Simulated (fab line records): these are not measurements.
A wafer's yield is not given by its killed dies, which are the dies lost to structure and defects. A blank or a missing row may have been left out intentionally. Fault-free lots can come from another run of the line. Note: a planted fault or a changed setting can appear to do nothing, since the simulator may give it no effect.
Split-lot experiment / flow berkeley cmos170 / route with 331 steps; 5 lots, 23 wafers read

## SPLIT DETAILS
At UCB170_ACTIVE_CVD_05 (deposits Si3N4 from SiH2Cl2/NH3, target thk 220 nm, time 3300 s), the setting nh3 flow sccm was moved away from the recipe's 75 sccm on 15 of the 23 wafers read, by -12.6% to -4.3%. For the rest of the wafers, this setting stayed at what the recipe calls for.

## FROM THE SPLIT TO THE READING: what the file shows between them, 2 steps
- UCB170_PFIELD_IMPLANT_07 (also split here: energy kev)
- UCB170_PFIELD_STRIP_08: strips in O2

## THE READING
Si3N4_of_ACTIVE_CVD_05.thk nm (the simulator's own value, which no gauge read), in nm, at UCB170_FIELD_CLEAN_00 (cleans in dHF, time 7.5 s). There is no usual value for it anywhere in the file. Average 217.7 nm, standard deviation 1.5 nm, over the 8 wafers here run with the recipe.

wafer=L075.2; tool, chamber at the split=-, -; nh3 flow sccm as run, sccm=65.57; against the recipe=-12.6%; Si3N4_of_ACTIVE_CVD_05.thk nm, nm=200.5; against lot-mates on the recipe=no lot-mate on the recipe
wafer=L075.3; tool, chamber at the split=-, -; nh3 flow sccm as run, sccm=65.57; against the recipe=-12.6%; Si3N4_of_ACTIVE_CVD_05.thk nm, nm=200.7; against lot-mates on the recipe=no lot-mate on the recipe
wafer=L075.4; tool, chamber at the split=-, -; nh3 flow sccm as run, sccm=65.57; against the recipe=-12.6%; Si3N4_of_ACTIVE_CVD_05.thk nm, nm=201; against lot-mates on the recipe=no lot-mate on the recipe
wafer=L075.5; tool, chamber at the split=-, -; nh3 flow sccm as run, sccm=65.57; against the recipe=-12.6%; Si3N4_of_ACTIVE_CVD_05.thk nm, nm=199; against lot-mates on the recipe=no lot-mate on the recipe
wafer=L075.6; tool, chamber at the split=-, -; nh3 flow sccm as run, sccm=65.57; against the recipe=-12.6%; Si3N4_of_ACTIVE_CVD_05.thk nm, nm=197.8; against lot-mates on the recipe=no lot-mate on the recipe
wafer=L076.2; tool, chamber at the split=-, -; nh3 flow sccm as run, sccm=75; against the recipe=recipe; Si3N4_of_ACTIVE_CVD_05.thk nm, nm=216.7; against lot-mates on the recipe=-
wafer=L076.3; tool, chamber at the split=-, -; nh3 flow sccm as run, sccm=75; against the recipe=recipe; Si3N4_of_ACTIVE_CVD_05.thk nm, nm=217.3; against lot-mates on the recipe=-
wafer=L076.4; tool, chamber at the split=-, -; nh3 flow sccm as run, sccm=75; against the recipe=recipe; Si3N4_of_ACTIVE_CVD_05.thk nm, nm=215.3; against lot-mates on the recipe=-
wafer=L076.5; tool, chamber at the split=-, -; nh3 flow sccm as run, sccm=75; against the recipe=recipe; Si3N4_of_ACTIVE_CVD_05.thk nm, nm=216.6; against lot-mates on the recipe=-
wafer=L076.6; tool, chamber at the split=-, -; nh3 flow sccm as run, sccm=75; against the recipe=recipe; Si3N4_of_ACTIVE_CVD_05.thk nm, nm=218.1; against lot-mates on the recipe=-
wafer=L078.1; tool, chamber at the split=-, -; nh3 flow sccm as run, sccm=67.31; against the recipe=-10.3%; Si3N4_of_ACTIVE_CVD_05.thk nm, nm=203.1; against lot-mates on the recipe=no lot-mate on the recipe
wafer=L078.3; tool, chamber at the split=-, -; nh3 flow sccm as run, sccm=67.31; against the recipe=-10.3%; Si3N4_of_ACTIVE_CVD_05.thk nm, nm=202.9; against lot-mates on the recipe=no lot-mate on the recipe
wafer=L078.4; tool, chamber at the split=-, -; nh3 flow sccm as run, sccm=67.31; against the recipe=-10.3%; Si3N4_of_ACTIVE_CVD_05.thk nm, nm=203.6; against lot-mates on the recipe=no lot-mate on the recipe
wafer=L078.5; tool, chamber at the split=-, -; nh3 flow sccm as run, sccm=67.31; against the recipe=-10.3%; Si3N4_of_ACTIVE_CVD_05.thk nm, nm=203.7; against lot-mates on the recipe=no lot-mate on the recipe
wafer=L078.6; tool, chamber at the split=-, -; nh3 flow sccm as run, sccm=67.31; against the recipe=-10.3%; Si3N4_of_ACTIVE_CVD_05.thk nm, nm=204.2; against lot-mates on the recipe=no lot-mate on the recipe
wafer=L080.1; tool, chamber at the split=lpcvd-01, 0; nh3 flow sccm as run, sccm=75; against the recipe=recipe; Si3N4_of_ACTIVE_CVD_05.thk nm, nm=220.8; against lot-mates on the recipe=-
wafer=L080.2; tool, chamber at the split=lpcvd-01, 0; nh3 flow sccm as run, sccm=75; against the recipe=recipe; Si3N4_of_ACTIVE_CVD_05.thk nm, nm=218; against lot-mates on the recipe=-
wafer=L080.5; tool, chamber at the split=lpcvd-01, 0; nh3 flow sccm as run, sccm=75; against the recipe=recipe; Si3N4_of_ACTIVE_CVD_05.thk nm, nm=218.8; against lot-mates on the recipe=-
wafer=L085.1; tool, chamber at the split=-, -; nh3 flow sccm as run, sccm=71.79; against the recipe=-4.3%; Si3N4_of_ACTIVE_CVD_05.thk nm, nm=211.8; against lot-mates on the recipe=no lot-mate on the recipe
wafer=L085.2; tool, chamber at the split=-, -; nh3 flow sccm as run, sccm=71.79; against the recipe=-4.3%; Si3N4_of_ACTIVE_CVD_05.thk nm, nm=210.6; against lot-mates on the recipe=no lot-mate on the recipe
wafer=L085.4; tool, chamber at the split=-, -; nh3 flow sccm as run, sccm=71.79; against the recipe=-4.3%; Si3N4_of_ACTIVE_CVD_05.thk nm, nm=211.9; against lot-mates on the recipe=no lot-mate on the recipe
wafer=L085.5; tool, chamber at the split=-, -; nh3 flow sccm as run, sccm=71.79; against the recipe=-4.3%; Si3N4_of_ACTIVE_CVD_05.thk nm, nm=210.5; against lot-mates on the recipe=no lot-mate on the recipe
wafer=L085.6; tool, chamber at the split=-, -; nh3 flow sccm as run, sccm=71.79; against the recipe=-4.3%; Si3N4_of_ACTIVE_CVD_05.thk nm, nm=212.1; against lot-mates on the recipe=no lot-mate on the recipe

THE FIT
A straight line over all 23 wafers: Si3N4_of_ACTIVE_CVD_05.thk nm changes by +1.41 nm for each +1% of nh3 flow sccm; r = +0.99; the points scatter about the line by 1.2 nm.
Too few moved wafers with a lot-mate on the recipe to fit a line net of each lot's own level.

## FILE'S OWN FIT
Si3N4_of_ACTIVE_CVD_05.thk nm changes by +1.41 nm for each +1% of nh3 flow sccm, r = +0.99.
